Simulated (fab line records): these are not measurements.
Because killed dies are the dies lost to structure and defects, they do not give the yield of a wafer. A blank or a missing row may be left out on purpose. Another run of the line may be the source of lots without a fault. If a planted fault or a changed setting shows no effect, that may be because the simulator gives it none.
Split-lot trial    flow berkeley-cmos170    23 wafers read across 5 lots, on a route 331 steps long

== THE SPLIT ITSELF ==
At UCB170_GATE_PEB_10, the setting peb-temp-c was moved away from the recipe's 130 C on 9 of the 23 wafers read, by -1.5% to +2.5%. The other wafers ran this setting at the recipe's value.

== FROM THE SPLIT TO THE READING: what the file shows between them, 5 steps ==
- UCB170_GATE_DEVELOP_11: develop time 45 s
- UCB170_GATE_CD_MEAS_12: target cd 350 nm
- UCB170_GATE_ETCH_14: etches BARC in N2/H2
- UCB170_GATE_ETCH_15: etches poly-Si in HBr/Cl2, stops on SiO2, time 56.3 s, target depth 278.2 nm
- UCB170_GATE_STRIP_16: strips in O2

== THE READING ==
At UCB170_GATE_CD_MEAS_90: cd-nm in nanometres, against a target cd of 350 nm. Typical for fault-free wafers on this fab line: 350.7 nm, with standard deviation 1.6 nm.

wafer   tool, chamber at the split  peb-temp-c as run, C  against the recipe  cd-nm, nm  against lot-mates on the recipe
L076.1  litho-track-01, 0           130                   recipe              349.3      -
L076.2  litho-track-01, 0           131.1                 +0.8%               341.2      -8.7
L076.3  litho-track-01, 0           130                   recipe              350.7      -
L076.4  litho-track-01, 0           131.1                 +0.8%               341.8      -8.1
L076.6  litho-track-01, 0           130                   recipe              349.7      -
L079.2  litho-track-01, 0           130                   recipe              348.6      -
L079.3  litho-track-01, 0           133.2                 +2.5%               331.3      -18.1
L079.4  litho-track-01, 0           130                   recipe              350.1      -
L079.5  litho-track-01, 0           133.2                 +2.5%               330.8      -18.6
L079.6  litho-track-01, 0           133.2                 +2.5%               331.1      -18.2
L081.1  litho-track-01, 0           128.1                 -1.5%               363.4      +13.9
L081.2  litho-track-01, 0           130                   recipe              349.4      -
L081.4  litho-track-01, 0           130                   recipe              348.9      -
L081.5  litho-track-01, 0           128.1                 -1.5%               361.9      +12.4
L081.6  litho-track-01, 0           130                   recipe              350.1      -
L083.2  litho-track-03, 0           130                   recipe              351.4      -
L083.3  litho-track-03, 0           130                   recipe              351.3      -
L083.4  litho-track-03, 0           132.7                 +2.1%               334.2      -16.3
L083.5  litho-track-03, 0           130                   recipe              348.8      -
L083.6  litho-track-03, 0           132.7                 +2.1%               334.3      -16.2
L085.1  litho-track-01, 0           130                   recipe              351.6      -
L085.3  litho-track-01, 0           130                   recipe              350.6      -
L085.6  litho-track-01, 0           130                   recipe              351.7      -

THE FIT
A straight line over all 23 wafers: cd-nm changes by -7.95 nm for each +1% of peb-temp-c; r = -0.99; the points scatter about the line by 1.1 nm.
The same after taking each lot's own level away (the mean of its wafers on the recipe; 23 wafers): -7.9 nm for each +1%; r = -0.99; scatter 1.1 nm.
Per that fit: largest peb-temp-c move, reading shift of 19 nm.
Measured against the standard deviation above, the lots' own levels, which go from 349.35 to 351.30 nm, span 1.2 times it.
The two slopes agree, so the slope changes little with the lot-to-lot level.
Check: for one of the wafers moved furthest among these (+2.5%), held out of the fit, the line's prediction against its lot-mates is -19.6 nm. It came out at -18.1 nm against them.

== THESE WAFERS: OTHER SPLITS ==
Other splits were also applied to these wafers ahead of the reading. Each is held against what the fit with the lots' levels taken away leaves over:
other split on the same wafers       wafers away from the commonest value  r with cd-nm (lot level and that fit taken away)
UCB170_NWELL_CVD_04 temp-c           15                                    -0.30
UCB170_PWELL_CVD_05 time-s           15                                    -0.43
UCB170_PFIELD_IMPLANT_07 energy-kev  8                                     -0.06
UCB170_SACOX_OXIDATION_01 temp-c     10                                    -0.44
UCB170_NVT_IMPLANT_07 dose-cm2       8                                     -0.30
UCB170_GATE_COAT_07 resist-thk-nm    4                                     +0.03

== THE WHOLE CHAIN: every reading that the file lists as answering this split, in the file's order ==
step                    what it does                                                                  reading                                                      change (the file's fit)               r (the file's)
UCB170_GATE_CD_MEAS_12  target cd 350 nm                                                              cd-nm                                                        -7.83 nm for each +1% of the setting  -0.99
UCB170_GATE_ETCH_15     etches poly-Si in HBr/Cl2, stops on SiO2, time 56.3 s, target depth 278.2 nm  GATE.cd-nm (the simulator's own value, which no gauge read)  -7.89 nm for each +1% of the setting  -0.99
UCB170_GATE_CD_MEAS_90  target cd 350 nm                                                              cd-nm                                                        -7.94 nm for each +1% of the setting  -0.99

== FILE'S OWN FIT ==
cd-nm changes by -7.94 nm for each +1% of peb-temp-c, r = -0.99.
